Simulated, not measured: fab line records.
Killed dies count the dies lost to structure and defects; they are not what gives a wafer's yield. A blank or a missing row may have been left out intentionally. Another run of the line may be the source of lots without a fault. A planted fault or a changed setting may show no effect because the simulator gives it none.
A struck lot beside a sound one + flow berkeley cmos170 + 43 steps out of a route of 331
Sound: these wafers, L252.1, L252.4, L252.5. Struck: wafers L264.1, L264.5, L264.6. The cause comes at the end.
For every step that has rows: the tool of each side, followed by ch and its chambers, followed by its first start. Under that, the readings that differ: sound wafers + struck wafers + difference of the means + sigmas: that difference in standard deviations of wafers without a fault.
alike: same words and numbers on both sides, and readings whose means sit less than 2 such deviations apart. not compared: any withheld reading, any reading some wafer has no value for, any bound like >300 that may hide the same value, and any number with overlapping values for which the record gives no deviation.
Wherever a step has rows on one side only, a row that says differs or no value, or a row with sigmas, the two part there. Numbers that don't overlap but have no deviation are shown without sigmas and don't part them. Lack of a reading on every wafer of one side parts them only where that side has two or more wafers.

first, 2 steps without rows for these wafers: UCB170_GATE_ANNEAL_03 (time 1800 s); UCB170_GATE_CVD_04 (deposits poly-Si from SiH4, time 1440 s, target thk 214 nm).
UCB170_GATE_THK_MEAS_05:
  sound: film metro-04 at day 8 12:17; struck: film metro-01 at day 11 04:34
  alike: GATE_POLY_THK
then, 6 steps without rows for these wafers: UCB170_GATE_COAT_06; UCB170_GATE_COAT_07 (resist thk 900 nm); UCB170_GATE_SOFTBAKE_08 (time 60 s); UCB170_GATE_EXPOSE_09 (exposes mask POLY, target cd 350 nm); UCB170_GATE_PEB_10; UCB170_GATE_DEVELOP_11 (develop time 45 s).
UCB170_GATE_CD_MEAS_12: target cd 350 nm.
  sound: cd sem-02 at day 8 13:44; struck: cd sem-01 at day 11 05:59
  alike: cd nm
UCB170_GATE_OVL_MEAS_13:
  sound: overlay-02 at day 8 13:52; struck: overlay-02 at day 11 06:06
  alike: GATE_OVL
UCB170_GATE_ETCH_14: etches BARC in N2/H2.
  sound on rie diel-01 ch 0,1,3, day 8 13:54; struck on rie diel-02 ch 0,2,3, day 11 06:08
  alike: chamber pressure mTorr, drypump motor current A, n2 flow sccm, oes product au, throttle valve pct
UCB170_GATE_ETCH_15: etches poly-Si in HBr/Cl2, stops on SiO2, time 56.3 s, target depth 278.2 nm.
  sound on rie si-02 ch 0,1, day 8 13:56; struck on rie si-02 ch 1,2,3, day 11 06:10
  alike: HBr_flow_sccm, chamber pressure mTorr, drypump motor current A, oes product au, throttle valve pct
  not compared: rf hours counter h
UCB170_GATE_STRIP_16: strips in O2.
  sound on plasma asher-02 ch 0,1, day 8 13:59; struck on plasma asher-02 ch 0,1, day 11 06:13
  alike: chamber pressure mTorr, drypump motor current A, oes product au
  not compared: rf hours counter h
UCB170_GATE_CD_MEAS_90: target cd 350 nm.
  sound: cd sem-02 at day 8 14:13; struck: cd sem-02 at day 11 06:19
  alike: cd nm
then, 7 steps without rows for these wafers: UCB170_GATE_CLEAN_17 (cleans in SPM, time 600 s); UCB170_PLDD_HMDS_00 (prime time 60 s); UCB170_PLDD_COAT_01 (resist thk 900 nm); UCB170_PLDD_SOFTBAKE_02 (time 60 s); UCB170_PLDD_EXPOSE_03 (exposes mask PSELECT, target cd 1200 nm); UCB170_PLDD_PEB_04; UCB170_PLDD_DEVELOP_05 (develop time 45 s).
UCB170_PLDD_CD_MEAS_06: target cd 1200 nm.
  sound: cd sem-02 at day 8 16:33; struck: cd sem-02 at day 11 07:36
  alike: cd nm
UCB170_PLDD_OVL_MEAS_07:
  sound: overlay-02 at day 8 16:40; struck: overlay-01 at day 11 07:43
  alike: PLDD_OVL
then, 2 steps without rows for these wafers: UCB170_PLDD_IMPLANT_08; UCB170_PLDD_IMPLANT_09.
UCB170_PLDD_STRIP_10: strips in O2.
  sound on plasma asher-01 ch 0,1, day 8 17:00; struck on plasma asher-01 ch 0,1, day 11 08:03
  alike: chamber pressure mTorr, drypump motor current A, oes product au, strip time to endpoint s
  not compared: rf hours counter h
UCB170_PLDD_TW_MEAS_11:
  sound: film metro-03 at day 8 17:06; struck: film metro-02 at day 11 08:09
  alike: PLDD_TW
then, 7 steps without rows for these wafers: UCB170_PLDD_CLEAN_12 (cleans in SPM, time 600 s); UCB170_NLDD_HMDS_00 (prime time 60 s); UCB170_NLDD_COAT_01 (resist thk 900 nm); UCB170_NLDD_SOFTBAKE_02 (time 60 s); UCB170_NLDD_EXPOSE_03 (exposes mask NSELECT, target cd 1200 nm); UCB170_NLDD_PEB_04; UCB170_NLDD_DEVELOP_05 (develop time 45 s).
UCB170_NLDD_CD_MEAS_06: target cd 1200 nm.
  sound: cd sem-02 at day 8 19:13; struck: cd sem-01 at day 11 09:24
  alike: cd nm
UCB170_NLDD_OVL_MEAS_07:
  sound: overlay-02 at day 8 19:20; struck: overlay-01 at day 11 09:31
  alike: NLDD_OVL
then, 2 steps without rows for these wafers: UCB170_NLDD_IMPLANT_08; UCB170_NLDD_IMPLANT_09.
UCB170_NLDD_STRIP_10: strips in O2.
  sound on plasma asher-02 ch 0,1, day 8 19:40; struck on plasma asher-01 ch 0,1, day 11 09:51
  alike: chamber pressure mTorr, drypump motor current A, oes product au, strip time to endpoint s
  not compared: rf hours counter h
UCB170_NLDD_TW_MEAS_11:
  sound: film metro-03 at day 8 19:46; struck: film metro-04 at day 11 09:57
  alike: NLDD_TW
then, 1 step without rows for these wafers: UCB170_NLDD_CLEAN_12 (cleans in SPM, time 600 s).
-- the record jumps here: 2 days lie between the struck wafers' starts before and after (it left off in module NLDD and takes up again in module M3, whose first step shown is number 331 of the route) --
UCB170_M3_PROBE_99:
  rows exist in the record for the struck wafers here (prober-01, day 13 11:08), but not for the sound ones

## WHERE THEY PART
Only at UCB170_M3_PROBE_99, within this record.

WHY: the cause the simulator had injected
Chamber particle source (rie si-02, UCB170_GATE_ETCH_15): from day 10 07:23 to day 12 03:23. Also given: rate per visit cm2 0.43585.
